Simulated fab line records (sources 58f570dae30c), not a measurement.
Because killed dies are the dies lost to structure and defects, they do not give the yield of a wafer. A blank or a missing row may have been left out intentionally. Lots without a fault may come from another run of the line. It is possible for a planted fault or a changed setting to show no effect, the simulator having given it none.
Problem report, 8D (eight disciplines) form, completed by code | flow berkeleyCmos170 | the parts of the form that need people (team, actions taken, sign-off) are left out

1. WHAT WENT WRONG
Wafers without a fault read 1.002 a.u., standard deviation 0.021; oesProductAu at UCB170_GATE_ETCH_14 reads a mean of 0.791 a.u. on 9 wafers belonging to 3 lots. That is -10 standard deviations from the usual mean.
The step: etches BARC in N2/H2.
First seen on wafer L510.2, day 8 13:52, on rieDiel-04. The record holds 21 wafers of 7 lots with a number at this step. Rule for "out", or "out of limits": more than 4 standard deviations from the usual mean. Any other wafer with a number is counted as sound.

2. WHAT IT IS, AND WHAT IT ISN'T
question                    | is                     | is not
which readings at this step | oesProductAu           | drypumpMotorCurrentA, throttleValvePct
which lots                  | L510, L511, L516       | L507, L509, L515, L523
which wafers of those lots  | all that have a number | -
read on which tools         | rieDiel-04             | rieDiel-02, rieDiel-03
when                        | from day 8 13:52       | up to then (6 sound wafers); but 6 sound wafers of L515, L523 came after

3. SUSPECTS, AND WHAT RULES EACH OUT
Counting: any tool at a process step up to the reading is kept as a suspect provided that every lot that is out went through it and no sound lot did after the first of them.
- rieDiel-04 at UCB170_GATE_ETCH_14 (etches BARC in N2/H2): kept. All lots that are out passed through it, beginning with L510 at day 8 13:52, and no sound lot followed; its final sound lot before that point was L507 at day 7 16:53. On those wafers its own readings are out: oesProductAu.
Remaining after the count: rieDiel-04 at UCB170_GATE_ETCH_14.

4. THE CAUSE (what the simulator had put in)
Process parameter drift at UCB170_GATE_ETCH_14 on rieDiel-04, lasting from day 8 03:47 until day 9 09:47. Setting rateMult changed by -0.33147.
Counting left only this tool.

5. THE EFFECT CHAIN, in route order
One row per reading whose mean, taken over the struck wafers that have a number, lies over 3 standard deviations from the usual. Only readings whose record carries a usual standard deviation are examined. hours: median over the lots of the time between each lot's start at the first step of this table that gives one and its start at this step. sigmas: the change, counted in usual standard deviations.
hours | step                | reading      | usual      | on struck wafers | change | sigmas
0     | UCB170_GATE_ETCH_14 | oesProductAu | 1.002 a.u. | 0.791            | -0.211 | -10
Here are the process steps it includes:
- UCB170_GATE_ETCH_14: etches BARC in N2/H2.

6. WHAT WOULD HAVE CAUGHT IT SOONER
In this record no reading fell out of limits until day 8 13:52, 10 hours after the fault had begun at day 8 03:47.
